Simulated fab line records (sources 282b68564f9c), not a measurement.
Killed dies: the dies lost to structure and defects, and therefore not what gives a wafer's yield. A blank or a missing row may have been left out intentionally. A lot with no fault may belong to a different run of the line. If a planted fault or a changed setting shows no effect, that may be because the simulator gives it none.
Tool commonality check    flow rit_cmos    14 lots and 42 wafers in the sample

WHAT PROMPTED THE OPENING
At RIT_NLDD_TW_MEAS_10 the reading NLDD_TW is flagged on 2 of 14 lots. Wafers without a fault read 2461, standard deviation 14.
Rule: a lot gets a flag if all its wafers with a number sit over 4 standard deviations from that mean, or if no wafer of it has a number. All remaining lots are regarded as sound.

lot   measured     on             NLDD_TW, wafer by wafer  flag
L224  day 2 17:25  film_metro-02  2467 2479 2468           
L226  day 3 04:46  film_metro-01  2463 2446 2454           
L227  day 3 09:30  film_metro-01  2437 2453 2463           
L228  day 3 15:28  film_metro-01  2441 2450 2439           
L229  day 3 19:17  film_metro-01  2456 2448 2437           
L230  day 3 23:09  film_metro-03  2475 2454 2466           
L231  day 4 05:40  film_metro-03  2468 2472 2474           
L232  day 4 10:41  film_metro-01  2466 2449 2450           
L234  day 4 20:01  film_metro-03  2491 2495 2492           
L238  day 5 17:02  film_metro-02  1942 1940 1943           FLAGGED
L240  day 6 02:10  film_metro-02  1962 1961 1945           FLAGGED
L245  day 7 06:37  film_metro-02  2464 2436 2454           
L246  day 7 09:13  film_metro-02  2459 2459 2453           
L247  day 7 15:42  film_metro-01  2457 2460 2457           
The numbers of the flagged lots are 1949 on average: -512 against the usual, or -37 standard deviations.

EACH LOT AND THE TOOL IT RAN ON
The record holds 1 process step before the reading, out of a route of 202 steps. Each cell gives the tool, then ch followed by the chambers the sampled wafers passed through, then the start.
lot   flag     RIT_NLDD_IMPLANT_08
L224           implanter-03 ch 0, day 2 17:07
L226           implanter-03 ch 0, day 3 04:26
L227           implanter-04 ch 0, day 3 09:11
L228           implanter-03 ch 0, day 3 15:09
L229           implanter-04 ch 0, day 3 18:59
L230           implanter-02 ch 0, day 3 22:49
L231           implanter-04 ch 0, day 4 05:22
L232           implanter-03 ch 0, day 4 10:23
L234           implanter-04 ch 0, day 4 19:43
L238  FLAGGED  implanter-04 ch 0, day 5 16:43
L240  FLAGGED  implanter-04 ch 0, day 6 01:52
L245           implanter-03 ch 0, day 7 06:19
L246           implanter-02 ch 0, day 7 08:53
L247           implanter-03 ch 0, day 7 15:23
What these steps do:
- RIT_NLDD_IMPLANT_08
- RIT_NLDD_TW_MEAS_10

FLAGGED AGAINST TOTAL, ONE TOOL AT A TIME (gauges that did the reading follow at the end)
step                 tool           lots run  flagged  share of the flagged lots  sound lots run after its first flagged lot
RIT_NLDD_IMPLANT_08  implanter-02   2         0        none                       -
RIT_NLDD_IMPLANT_08  implanter-03   6         0        none                       -
RIT_NLDD_IMPLANT_08  implanter-04   6         2        all                        0
RIT_NLDD_TW_MEAS_10  film_metro-01  6         0        none                       -
RIT_NLDD_TW_MEAS_10  film_metro-02  5         2        all                        2 (L245,L246)
RIT_NLDD_TW_MEAS_10  film_metro-03  3         0        none                       -

WHAT THE TABLE PERMITS
Rows of the table that ran all the flagged lots, 2 in number: implanter-04 at RIT_NLDD_IMPLANT_08; film_metro-02 at RIT_NLDD_TW_MEAS_10.
- implanter-04 at RIT_NLDD_IMPLANT_08 ran 6 lots, 2 of them flagged. Its last sound lot is L234 (day 4 19:43), its first flagged lot L238 (day 5 16:43): a fault that began between those two fits. Its own readings (dose_ions_cm2, faraday_current_uA) fall more than 4 standard deviations out on all wafers of the flagged lots.
- film_metro-02 at RIT_NLDD_TW_MEAS_10 ran 5 lots, 2 of them flagged. Sound lots ran on it after the first flagged one (L245, L246), which a lasting fault on the whole tool wouldn't allow.
implanter-04 at RIT_NLDD_IMPLANT_08 is the single tool remaining.

WHAT HAD BEEN PUT IN BY THE SIMULATOR
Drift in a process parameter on implanter-04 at RIT_NLDD_IMPLANT_08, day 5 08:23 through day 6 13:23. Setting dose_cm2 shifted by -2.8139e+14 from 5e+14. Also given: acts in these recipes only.
Struck lots among those shown: L238, L240. Same finding as the rule above.
